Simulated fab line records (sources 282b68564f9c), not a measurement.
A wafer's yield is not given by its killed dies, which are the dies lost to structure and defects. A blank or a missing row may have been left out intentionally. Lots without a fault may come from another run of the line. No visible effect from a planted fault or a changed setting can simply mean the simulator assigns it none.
A struck lot beside a sound one || flow rit cmos || 23 out of 202 route steps
Sound: the wafers L938.1, L938.2, L938.4. The struck wafers were L948.1, L948.2, L948.6. The cause is named last.
Order at every step that has rows: each side's tool, ch and its chambers, its first start. Under that, the readings that differ: sound wafers || struck wafers || difference of the means || sigmas: that difference in standard deviations of wafers without a fault.
alike: readings whose means differ by less than 2 such deviations, and words and numbers that are the same on both sides. not compared: withheld readings, readings that some wafer has no value for, bounds like >300 that may hide the same value, and numbers for which the record gives no deviation and whose values overlap.
A row with sigmas, a row that says differs or no value, or rows on one side alone: a step with any of these is where the two part. Numbers that have no deviation but don't overlap get no sigmas and don't part them. A reading that every wafer of one side lacks parts them only if that side has two wafers or more.

RIT_CONTACT_CD_MEAS_08 targets a cd of 1000 nm.
  struck on cd sem-01, day 6 21:59; sound on cd sem-01, day 4 19:00
  alike: cd nm
RIT_CONTACT_OVL_MEAS_09:
  struck on overlay-01, day 6 22:07; sound on overlay-02, day 4 19:07
  alike: CONTACT_OVL
then, 1 step without rows for these wafers: RIT_CONTACT_HARDBAKE_10 (time 60 s).
RIT_CONTACT_ETCH_11: etches SiO2 in CHF3/CF4/Ar, stops on TiSi2, target depth 480 nm, time 320 s.
  sound on rie diel-02 ch 0,2,3, day 4 19:19; struck on rie diel-04 ch 0,1, day 6 22:17
  alike: drypump motor current A, oes product au, throttle valve pct
  not compared: rf hours counter h
RIT_CONTACT_STRIP_12: strips in O2, time 180 s.
  sound on plasma asher-02 ch 0,1, day 4 19:30; struck on plasma asher-03 ch 0,1, day 6 22:29
  alike: drypump motor current A, o2 flow sccm
  not compared: rf hours counter h
RIT_CONTACT_CD_MEAS_90 targets a cd of 1000 nm.
  struck on cd sem-02, day 6 22:40; sound on cd sem-01, day 4 19:41
  alike: cd nm
then, 2 steps without rows for these wafers: RIT_CONTACT_CLEAN_13 (cleans in SC1, time 617.9 s); RIT_CONTACT_CLEAN_14 (cleans in SC2, time 600 s).
RIT_M1_SPUTTER_00: material Al, target thk 400 nm, time 500 s.
  struck on pvd sputter-02, day 6 23:08; sound on pvd sputter-02, day 4 20:09
  alike: throttle valve pct
RIT_M1_RS_MEAS_01: uses a four-point probe to measure.
  struck on film metro-03, day 6 23:26; sound on film metro-02, day 4 20:26
  alike: M1_AL_RS
RIT_M1_THK_MEAS_02: measures by xrf.
  struck on film metro-03, day 6 23:33; sound on film metro-02, day 4 20:34
  alike: M1_AL_THK
then, 1 step without rows for these wafers: RIT_M1_HMDS_03 (prime time 60 s).
RIT_M1_COAT_04: resist thk 1300 nm.
  sound on litho track-02 ch 0, day 4 20:46; struck on litho track-02 ch 0, day 6 23:46
{"reading": "spin speed rpm (rpm)", "sound": "1999.2 1999.0 1998.0", "struck": "1850.9 1851.2 1852.7", "difference": -147.1, "sigmas": "-99 or more"}
{"reading": "model.NOVOLAK_of_M1_COAT_04.thk nm (nm)", "sound": "1299 1297 1302", "struck": "1352 1350 1350", "difference": "+51", "sigmas": ""}
then, 4 steps without rows for these wafers: RIT_M1_SOFTBAKE_05 (time 60 s); RIT_M1_EXPOSE_06 (exposes mask M12, target cd 2600 nm); RIT_M1_PEB_07; RIT_M1_DEVELOP_08 (develop time 68 s).
RIT_M1_CD_MEAS_09 targets a cd of 2600 nm.
  struck on cd sem-01, day 7 00:29; sound on cd sem-01, day 4 21:30
  alike: cd nm
RIT_M1_OVL_MEAS_10:
  struck on overlay-01, day 7 00:37; sound on overlay-01, day 4 21:37
  alike: M1_OVL
then, 1 step without rows for these wafers: RIT_M1_HARDBAKE_11 (time 120 s).
RIT_M1_METAL_ETCH_12: etches Al in Cl2/BCl3, stops on SiO2, time 165 s, target depth 600 nm.
  sound on rie metal-04 ch 0,1, day 4 21:55; struck on rie metal-02 ch 0,1, day 7 00:53
{"reading": "model.NOVOLAK_of_M1_COAT_04.thk nm (nm)", "sound": "786.7 810.4 793.4", "struck": "837.8 842.7 834.5", "difference": "+41.5", "sigmas": ""}
  alike: drypump motor current A, mfc cl2 sccm, oes product au, throttle valve pct
  not compared: rf hours counter h
then, 1 step without rows for these wafers: RIT_M1_STRIP_13 (strips in nmp, time 600 s).
RIT_M1_PROBE_99:
  struck on prober-01, day 7 03:09; sound on prober-02, day 5 00:11
  alike: defect limited yield, killed at contacts, killed at front end, killed dies, killed open, killed short, sort_bin_3_pad_short, sort_bin_5_function, sort_bin_6_memory, sort n pass, sort yield pct

== WHERE THEY PART ==
RIT_M1_COAT_04 only, going by this record. Later steps at which nothing parts them and some readings are alike: RIT_M1_CD_MEAS_09, RIT_M1_OVL_MEAS_10, RIT_M1_METAL_ETCH_12, RIT_M1_PROBE_99.

WHY: what had been put in by the simulator
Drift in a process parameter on litho track-02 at RIT_M1_COAT_04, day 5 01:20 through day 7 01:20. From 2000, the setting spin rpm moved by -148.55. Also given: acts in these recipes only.
